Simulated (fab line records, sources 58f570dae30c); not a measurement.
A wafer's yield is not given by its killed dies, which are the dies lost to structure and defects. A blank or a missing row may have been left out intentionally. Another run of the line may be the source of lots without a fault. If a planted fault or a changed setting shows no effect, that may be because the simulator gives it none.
Matching of chambers    flow berkeley_cmos170    UCB170_V2_CMP_02 on cmp-02: 4 sister chambers
The step polishes SiO2. 4 wafers are shown with their chamber, then 8 later ones without.

WAFERS WITH THEIR CHAMBER
wafer   chamber  motor_current_A (A)
L391.1  0        11.8
L390.5  2        15.3
L390.6  3        15.4
L395.1  1        17.6

WAFERS WHOSE CHAMBER IS MISSING
wafer   motor_current_A (A)
L395.2  12.3
L395.3  15.5
L393.1  19.0
L393.3  12.0
L393.4  16.0
L399.1  12.2
L399.3  16.0
L399.5  17.7

WHICH CHAMBER EACH WENT THROUGH
wafer   from the rows above           in truth
L395.2  0                             0
L395.3  can't be placed: 3 or 2       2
L393.1  1                             1
L393.3  0                             0
L393.4  can't be placed: 3 or 2 or 1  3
L399.1  0                             0
L399.3  can't be placed: 3 or 2 or 1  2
L399.5  1                             1
Correct placement for 5 of the 8. Not placeable from these rows: 3 (in 3, the candidates include the true chamber). 0 placed wrongly.
How it was worked out, from the rows above alone: a wafer's distance from a chamber is the root of the sum, over the readings, of the square of ((its reading less the chamber's mean) divided by the reading's scatter). The wafer belongs to the nearest chamber; if the next one is less than 2 further off, it can't be placed. Each chamber's mean is taken over the wafers shown for it. The scatter: with one shown wafer a chamber, the root of the mean of the squares of how far each hidden wafer lies from its nearest shown one.
